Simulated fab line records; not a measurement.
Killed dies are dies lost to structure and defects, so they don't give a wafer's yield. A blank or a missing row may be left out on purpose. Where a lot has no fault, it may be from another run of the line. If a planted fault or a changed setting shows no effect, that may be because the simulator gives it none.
Lot-split experiment || flow berkeley_cmos170 || 5 lots, 23 wafers read, on a route of 331 steps

## THE SPLIT ITSELF
At UCB170_ZERO_COAT_01 (resist thk 900 nm), the setting resist_thk_nm was moved away from the recipe's 900 nm on 6 of the 23 wafers read, by -2.3% to +3.2%. This setting was run at the recipe's value on the other wafers.

The split's own step is where the reading is taken.

## THE READING
KrF_of_ZERO_COAT_01.thk_nm (the simulator's own value, which no gauge read), in nm, at UCB170_ZERO_COAT_01 (resist thk 900 nm). The file gives no usual value for it. Across the 17 wafers here that went through the recipe, the average is 901.5 nm and the standard deviation 2.1 nm.

{"wafer": "L074.1", "tool, chamber at the split": "litho_track-03, 0", "resist_thk_nm as run, nm": 900, "against the recipe": "recipe", "KrF_of_ZERO_COAT_01.thk_nm, nm": 900.2, "against lot-mates on the recipe": "-"}
{"wafer": "L074.2", "tool, chamber at the split": "litho_track-03, 0", "resist_thk_nm as run, nm": 900, "against the recipe": "recipe", "KrF_of_ZERO_COAT_01.thk_nm, nm": 897.8, "against lot-mates on the recipe": "-"}
{"wafer": "L074.3", "tool, chamber at the split": "litho_track-03, 0", "resist_thk_nm as run, nm": 900, "against the recipe": "recipe", "KrF_of_ZERO_COAT_01.thk_nm, nm": 899.5, "against lot-mates on the recipe": "-"}
{"wafer": "L074.4", "tool, chamber at the split": "litho_track-03, 0", "resist_thk_nm as run, nm": 900, "against the recipe": "recipe", "KrF_of_ZERO_COAT_01.thk_nm, nm": 900.1, "against lot-mates on the recipe": "-"}
{"wafer": "L074.6", "tool, chamber at the split": "litho_track-03, 0", "resist_thk_nm as run, nm": 900, "against the recipe": "recipe", "KrF_of_ZERO_COAT_01.thk_nm, nm": 903.3, "against lot-mates on the recipe": "-"}
{"wafer": "L075.1", "tool, chamber at the split": "litho_track-04, 0", "resist_thk_nm as run, nm": 900, "against the recipe": "recipe", "KrF_of_ZERO_COAT_01.thk_nm, nm": 903.6, "against lot-mates on the recipe": "-"}
{"wafer": "L075.2", "tool, chamber at the split": "litho_track-04, 0", "resist_thk_nm as run, nm": 900, "against the recipe": "recipe", "KrF_of_ZERO_COAT_01.thk_nm, nm": 903.8, "against lot-mates on the recipe": "-"}
{"wafer": "L075.3", "tool, chamber at the split": "litho_track-04, 0", "resist_thk_nm as run, nm": 900, "against the recipe": "recipe", "KrF_of_ZERO_COAT_01.thk_nm, nm": 901.2, "against lot-mates on the recipe": "-"}
{"wafer": "L075.4", "tool, chamber at the split": "litho_track-04, 0", "resist_thk_nm as run, nm": 900, "against the recipe": "recipe", "KrF_of_ZERO_COAT_01.thk_nm, nm": 903.1, "against lot-mates on the recipe": "-"}
{"wafer": "L075.6", "tool, chamber at the split": "litho_track-04, 0", "resist_thk_nm as run, nm": 900, "against the recipe": "recipe", "KrF_of_ZERO_COAT_01.thk_nm, nm": 903.9, "against lot-mates on the recipe": "-"}
{"wafer": "L077.1", "tool, chamber at the split": "litho_track-04, 0", "resist_thk_nm as run, nm": 900, "against the recipe": "recipe", "KrF_of_ZERO_COAT_01.thk_nm, nm": 902.8, "against lot-mates on the recipe": "-"}
{"wafer": "L077.2", "tool, chamber at the split": "litho_track-04, 0", "resist_thk_nm as run, nm": 900, "against the recipe": "recipe", "KrF_of_ZERO_COAT_01.thk_nm, nm": 905, "against lot-mates on the recipe": "-"}
{"wafer": "L077.3", "tool, chamber at the split": "litho_track-04, 0", "resist_thk_nm as run, nm": 879.7, "against the recipe": "-2.3%", "KrF_of_ZERO_COAT_01.thk_nm, nm": 884.1, "against lot-mates on the recipe": -19.8}
{"wafer": "L077.4", "tool, chamber at the split": "litho_track-04, 0", "resist_thk_nm as run, nm": 879.7, "against the recipe": "-2.3%", "KrF_of_ZERO_COAT_01.thk_nm, nm": 883.4, "against lot-mates on the recipe": -20.5}
{"wafer": "L077.6", "tool, chamber at the split": "litho_track-04, 0", "resist_thk_nm as run, nm": 879.7, "against the recipe": "-2.3%", "KrF_of_ZERO_COAT_01.thk_nm, nm": 885.3, "against lot-mates on the recipe": -18.6}
{"wafer": "L084.1", "tool, chamber at the split": "litho_track-02, 0", "resist_thk_nm as run, nm": 928.4, "against the recipe": "+3.2%", "KrF_of_ZERO_COAT_01.thk_nm, nm": 928.4, "against lot-mates on the recipe": "+27.6"}
{"wafer": "L084.2", "tool, chamber at the split": "litho_track-02, 0", "resist_thk_nm as run, nm": 928.4, "against the recipe": "+3.2%", "KrF_of_ZERO_COAT_01.thk_nm, nm": 930.8, "against lot-mates on the recipe": "+30.0"}
{"wafer": "L084.3", "tool, chamber at the split": "litho_track-02, 0", "resist_thk_nm as run, nm": 900, "against the recipe": "recipe", "KrF_of_ZERO_COAT_01.thk_nm, nm": 901.8, "against lot-mates on the recipe": "-"}
{"wafer": "L084.4", "tool, chamber at the split": "litho_track-02, 0", "resist_thk_nm as run, nm": 900, "against the recipe": "recipe", "KrF_of_ZERO_COAT_01.thk_nm, nm": 899.7, "against lot-mates on the recipe": "-"}
{"wafer": "L084.5", "tool, chamber at the split": "litho_track-02, 0", "resist_thk_nm as run, nm": 928.4, "against the recipe": "+3.2%", "KrF_of_ZERO_COAT_01.thk_nm, nm": 931.1, "against lot-mates on the recipe": "+30.4"}
{"wafer": "L085.4", "tool, chamber at the split": "litho_track-03, 0", "resist_thk_nm as run, nm": 900, "against the recipe": "recipe", "KrF_of_ZERO_COAT_01.thk_nm, nm": 897.2, "against lot-mates on the recipe": "-"}
{"wafer": "L085.5", "tool, chamber at the split": "litho_track-03, 0", "resist_thk_nm as run, nm": 900, "against the recipe": "recipe", "KrF_of_ZERO_COAT_01.thk_nm, nm": 901.8, "against lot-mates on the recipe": "-"}
{"wafer": "L085.6", "tool, chamber at the split": "litho_track-03, 0", "resist_thk_nm as run, nm": 900, "against the recipe": "recipe", "KrF_of_ZERO_COAT_01.thk_nm, nm": 901.5, "against lot-mates on the recipe": "-"}

FIT RESULTS
A straight line over all 23 wafers: KrF_of_ZERO_COAT_01.thk_nm changes by +8.55 nm for each +1% of resist_thk_nm; r = +0.99; the points scatter about the line by 2.2 nm.
The same after taking each lot's own level away (the mean of its wafers on the recipe; 23 wafers): +9.09 nm for each +1%; r = +0.99; scatter 1.5 nm.
On that fit, the largest move of resist_thk_nm shifts the reading by 29 nm.
The lots' own levels span 900.17 to 903.90 nm, that is 1.7 times the standard deviation above.
Consequently the slope shifts little with the lot-to-lot level, the two slopes agreeing.
Check: +29.3 nm against its lot-mates is what the line predicts for one of the wafers moved furthest among these (+3.2%) when that wafer is left out of the fit. It came out at +27.6 nm against them.

## THE WHOLE CHAIN: every reading that the file lists as answering this split, in the file's order
{"step": "UCB170_ZERO_COAT_01", "what it does": "resist thk 900 nm", "reading": "KrF_of_ZERO_COAT_01.thk_nm (the simulator's own value, which no gauge read)", "change (the file's fit)": "+9.1 nm for each +1% of the setting", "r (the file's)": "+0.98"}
{"step": "UCB170_ZERO_STRIP_07", "what it does": "strips in O2", "reading": "strip_time_to_endpoint_s", "change (the file's fit)": "withheld for each +1% of the setting", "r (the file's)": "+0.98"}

## FILE'S OWN FIT
KrF_of_ZERO_COAT_01.thk_nm changes by +9.1 nm for each +1% of resist_thk_nm, r = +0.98.
